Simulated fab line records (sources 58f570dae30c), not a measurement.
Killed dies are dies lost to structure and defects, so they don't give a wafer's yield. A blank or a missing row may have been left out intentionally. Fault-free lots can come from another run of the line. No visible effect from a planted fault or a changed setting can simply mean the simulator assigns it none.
2 desks looking at one fault / flow berkeley cmos170 / numbers are kept per desk, each desk with only its own; the story behind them comes last

AT THE METROLOGY DESK
Means of the sampled wafers that have a number, per lot and without regard to the tool the lot ran on: this is what the gauges read. A lot is out of limits, marked OUT, if its mean lies more than 4 standard deviations from the usual mean; the brackets give that distance.
Columns: A = cd nm at UCB170_GATE_CD_MEAS_12, usual 350.3 nm; B = NLDD_OVL at UCB170_NLDD_OVL_MEAS_07, usual -5 nm; C = SPACER_TEOS_THK at UCB170_SPACER_THK_MEAS_01, usual 379 nm
lot=L953; first seen here=day 7 11:08; A=352.0; B=-10; C=380
lot=L954; first seen here=day 7 11:42; A=349.8; B=-10; C=378
lot=L958; first seen here=day 8 03:29; A=350.2; B=-14; C=381
lot=L959; first seen here=day 8 03:51; A=350.1; B=-; C=384
lot=L960; first seen here=day 8 18:13; A=352.1; B=-; C=376
lot=L962; first seen here=day 8 18:38; A=350.5; B=-4; C=376
lot=L963; first seen here=day 9 02:14; A=352.4; B=-6; C=382
lot=L966; first seen here=day 9 10:31; A=349.5; B=-5; C=378
lot=L968; first seen here=day 10 08:32; A=349.2; B=-2; C=383
lot=L969; first seen here=day 10 08:56; A=351.7; B=3; C=380
lot=L972; first seen here=day 11 10:08; A=349.8; B=-8; C=378
lot=L974; first seen here=day 11 10:26; A=349.6; B=-8; C=380
lot=L973; first seen here=day 11 10:38; A=350.6; B=-10; C=376
lot=L976; first seen here=day 11 19:01; A=351.3; B=-0; C=376
Result from this desk: across the 14 lots, nothing is out of limits.

DESK OF THE TOOL OWNER: litho track-04
The tool's own readings at UCB170_NLDD_PEB_04, given as means over the sampled wafers that have a number, one for each lot that went through this tool. A lot is out of limits, marked OUT, if its mean lies more than 4 standard deviations from the usual mean; the brackets give that distance.
Columns: A = chill plate temp C at UCB170_NLDD_PEB_04, usual 23.04 C; B = exhaust pa at UCB170_NLDD_PEB_04, usual 45.2 Pa
lot=L953; first seen here=day 7 15:32; A=23.04; B=44.2
lot=L958; first seen here=day 8 08:19; A=23.04; B=44.7
lot=L963; first seen here=day 9 11:00; A=23.08; B=43.5
lot=L968; first seen here=day 10 13:00; A=22.99; B=44.2
lot=L969; first seen here=day 10 14:44; A=23.02; B=44.7
lot=L972; first seen here=day 11 13:27; A=23.05; B=45.0
lot=L974; first seen here=day 11 13:45; A=23.03; B=43.2
Result from this desk: across the 7 lots, nothing is out of limits.

PUT TOGETHER
Nothing out of limits was seen by the metrology desk.
The desk of the tool owner found nothing out of limits.

WHAT THE SIMULATOR HAD PUT IN
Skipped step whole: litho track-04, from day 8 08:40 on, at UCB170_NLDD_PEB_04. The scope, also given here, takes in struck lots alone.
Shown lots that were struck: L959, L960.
